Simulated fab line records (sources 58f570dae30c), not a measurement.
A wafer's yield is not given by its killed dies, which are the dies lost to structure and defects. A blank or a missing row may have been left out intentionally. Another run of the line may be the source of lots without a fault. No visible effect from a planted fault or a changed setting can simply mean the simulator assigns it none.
One fault through the eyes of 2 desks || flow berkeley-cmos170 || only its own numbers are on each desk; what lay behind them is given at the end

THE TOOL OWNER'S DESK: pecvd-04
The tool's own readings at UCB170_V1_CVD_00 (deposits SiO2 from TEOS/O2, target thk 2000 nm, time 250 s): means of the sampled wafers that have a number, for each lot that ran on this tool. Any lot whose mean is over 4 standard deviations away from the usual mean is out of limits and marked OUT; that distance is given in the brackets.
Columns: A = heater-power-w at UCB170_V1_CVD_00, usual 268 W
{"lot": "L629", "first seen here": "day 7 20:59", "A": 276}
{"lot": "L631", "first seen here": "day 7 21:08", "A": 243}
{"lot": "L634", "first seen here": "day 8 10:10", "A": 268}
{"lot": "L636", "first seen here": "day 9 06:31", "A": 250}
{"lot": "L643", "first seen here": "day 10 14:13", "A": 291}
{"lot": "L642", "first seen here": "day 10 14:22", "A": 263}
This desk's verdict: no lot among the 6 shows anything out of limits.

THE METROLOGY DESK
Lot by lot, what the gauges showed, no matter which tool ran the lot: averages of those sampled wafers that carry a number. Any lot whose mean is over 4 standard deviations away from the usual mean is out of limits and marked OUT; that distance is given in the brackets.
Columns: A = PLDD_RS at UCB170_SDANNEAL_RS_MEAS_04, usual 1032 ohm/sq; B = CONTACT_OVL at UCB170_CONTACT_OVL_MEAS_16, usual 1 nm; C = V1_TEOS_THK at UCB170_V1_THK_MEAS_01, usual 2003 nm
{"lot": "L629", "first seen here": "day 7 05:55", "A": 1035, "B": 2, "C": 1989}
{"lot": "L628", "first seen here": "day 7 06:28", "A": 1035, "B": -1, "C": 1991}
{"lot": "L630", "first seen here": "day 7 08:41", "A": 1033, "B": 6, "C": 2004}
{"lot": "L631", "first seen here": "day 7 08:42", "A": 1035, "B": 6, "C": 1991}
{"lot": "L632", "first seen here": "day 7 08:50", "A": 1027, "B": -2, "C": 2026}
{"lot": "L634", "first seen here": "day 7 21:17", "A": 1029, "B": 7, "C": 2001}
{"lot": "L633", "first seen here": "day 7 21:43", "A": 1032, "B": -0, "C": 2029}
{"lot": "L636", "first seen here": "day 8 18:04", "A": 1029, "B": -5, "C": 2026}
{"lot": "L639", "first seen here": "day 9 09:56", "A": 1034, "B": -1, "C": 1992}
{"lot": "L644", "first seen here": "day 10 01:55", "A": 1027, "B": 3, "C": 2025}
{"lot": "L643", "first seen here": "day 10 02:20", "A": 1031, "B": 4, "C": 1918}
{"lot": "L642", "first seen here": "day 10 02:45", "A": 1031, "B": -8, "C": 1913}
{"lot": "L646", "first seen here": "day 10 21:34", "A": 1029, "B": 9, "C": 1994}
{"lot": "L651", "first seen here": "day 11 01:56", "A": 1032, "B": -1, "C": 2023}
This desk's verdict: no lot among the 14 shows anything out of limits.

TAKEN TOGETHER
Nothing out of limits was seen by the tool owner's desk.
From the metrology desk's view, nothing was out of limits.

WHAT HAD BEEN PUT IN BY THE SIMULATOR
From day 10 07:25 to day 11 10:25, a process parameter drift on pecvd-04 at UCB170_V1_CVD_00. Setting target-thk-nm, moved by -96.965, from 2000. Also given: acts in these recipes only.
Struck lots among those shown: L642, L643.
